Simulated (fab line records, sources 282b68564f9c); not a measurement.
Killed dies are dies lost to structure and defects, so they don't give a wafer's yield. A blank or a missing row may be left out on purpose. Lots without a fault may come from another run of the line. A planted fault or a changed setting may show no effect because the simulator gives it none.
Which tool did it? | flow rit_cmos | 6 lots, 18 wafers sampled, at 2 steps of a route of 202

WHAT THE GAUGES READ, wafer by wafer
RIT_PLDD_OVL_MEAS_06.
lot  | measured    | on         | PLDD_OVL (nm)
L652 | day 3 00:37 | overlay-02 | 1.3 0.7 -0.5
L654 | day 3 10:32 | overlay-02 | 1.4 -0.8 1.2
L656 | day 3 19:27 | overlay-01 | -0.9 -0.8 -0.3
L659 | day 4 11:34 | overlay-01 | -1.7 -0.4 -0.4
L661 | day 4 20:40 | overlay-01 | 0.4 1.2 1.7
L664 | day 5 11:37 | overlay-01 | -1.3 0.3 -0.3

WHICH TOOL RAN EACH LOT (tool, then ch and the chambers of the sampled wafers, then the start)
lot  | RIT_PLDD_EXPOSE_03
L652 | iline_stepper-01 ch 0, day 3 00:13
L654 | iline_stepper-01 ch 0, day 3 10:08
L656 | iline_stepper-02 ch 0, day 3 19:04
L659 | iline_stepper-02 ch 0, day 4 11:10
L661 | iline_stepper-02 ch 0, day 4 20:16
L664 | iline_stepper-01 ch 0, day 5 11:15
- RIT_PLDD_EXPOSE_03: exposes mask M8, target cd 40900 nm.

THE ANSWER, worked out from the rows above alone
Rule: what is usual is taken from the lots themselves. Put in order of their means at a reading, lots are off if they are a third of the lots or fewer, leave a main group of 4 or more, and stand apart from it by a gap of 3 or more times the standard deviation of the main group's means; of several such gaps the widest counts. A main group whose means are all the same, to the digits that the tables above print for the reading, isn't used. A lot without any number at a reading at which 4 lots or more have one is off too. The other lots that the step has rows for count as sound.
No lot is off at any reading shown: from this, nothing can be told.

WHAT THE SIMULATOR HAD PUT IN
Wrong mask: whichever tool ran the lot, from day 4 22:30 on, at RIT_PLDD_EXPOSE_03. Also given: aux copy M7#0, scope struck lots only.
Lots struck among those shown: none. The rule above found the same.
